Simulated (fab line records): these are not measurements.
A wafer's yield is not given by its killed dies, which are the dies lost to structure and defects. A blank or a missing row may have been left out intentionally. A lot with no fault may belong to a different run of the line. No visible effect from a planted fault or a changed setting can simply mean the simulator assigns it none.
2 desks, one fault ; flow rit-cmos ; each desk has only its own numbers; what lay behind them comes last

## AT THE TOOL OWNER'S DESK: rie-metal-03
The tool's own readings at RIT_M1_METAL_ETCH_12 (etches Al in Cl2/BCl3, stops on SiO2, time 165 s, target depth 600 nm): means of the sampled wafers that have a number, for each lot that ran on this tool. A lot is out of limits, marked OUT, if its mean lies more than 4 standard deviations from the usual mean; the brackets give that distance.
Columns: A = drypump-motor-current-A at RIT_M1_METAL_ETCH_12, usual 6.0 A; B = oes-product-au at RIT_M1_METAL_ETCH_12, usual 0.776 a.u.; C = rf-fwd-power-W at RIT_M1_METAL_ETCH_12, usual 249.1 W; D = throttle-valve-pct at RIT_M1_METAL_ETCH_12, usual 8.30 %
lot;first seen here;A;B;C;D
L762;day 3 16:43;5.7;0.772;249.3;8.26
L765;day 4 08:26;5.9;0.778;248.4;8.33
L768;day 4 23:17;5.7;0.769;248.9;8.26
L771;day 5 13:39;5.7;0.780;281.9 (+46) OUT;8.25
L774;day 6 05:12;5.9;0.782;349.3 (+99 or more) OUT;8.32
This desk's verdict: out of limits on L771, L774, starting with L771 at day 5 13:39 (rf-fwd-power-W at RIT_M1_METAL_ETCH_12). Within limits: L762, L765, L768.

## FROM THE METROLOGY DESK
What the gauges read, lot by lot, whatever tool the lot ran on: means of the sampled wafers that have a number. A lot is out of limits, marked OUT, if its mean lies more than 4 standard deviations from the usual mean; the brackets give that distance.
Columns: A = PSD_OVL at RIT_PSD_OVL_MEAS_06, usual -0.3 nm; B = cd-nm at RIT_M1_CD_MEAS_90, usual 2601.0 nm
lot;first seen here;A;B
L760;day 3 06:13;0.4;2601.5
L761;day 3 06:20;0.6;2599.1
L762;day 3 10:40;0.8;2602.4
L763;day 3 14:56;-1.0;2603.2
L764;day 3 21:28;0.1;2601.0
L765;day 4 01:58;0.2;2598.9
L766;day 4 06:40;-1.5;2602.9
L768;day 4 17:03;-0.9;2600.6
L771;day 5 07:23;-0.7;2589.2 (-4.4) OUT
L774;day 5 22:58;-0.6;2573.3 (-10) OUT
L778;day 6 18:03;-1.1;2600.6
L780;day 7 04:44;-0.8;2600.6
L781;day 7 08:46;-0.3;2603.7
L783;day 7 19:40;0.9;2602.1
This desk's verdict: out of limits on L771, L774, starting with L771 at day 5 14:09 (cd-nm at RIT_M1_CD_MEAS_90). Within limits: L760, L761, L762, L763, L764, L765, L766, L768, L778, L780, L781, L783.

## ALL TOGETHER
An alarm could have come from the tool owner's desk at day 5 13:39, on L771, L774.
On L771, L774, the metrology desk was in a position to raise an alarm at day 5 14:09.
RIT_M1_METAL_ETCH_12 was run on rie-metal-03 by each of the lots named.

## WHAT HAD BEEN PUT IN BY THE SIMULATOR
rie-metal-03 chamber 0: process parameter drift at RIT_M1_METAL_ETCH_12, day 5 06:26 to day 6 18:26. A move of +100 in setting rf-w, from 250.
Shown lots that were struck: L771, L774.
Delay (hours) between the fault's onset and each desk's first out-of-limits reading: 7 at the tool owner's desk, 8 at the metrology desk.
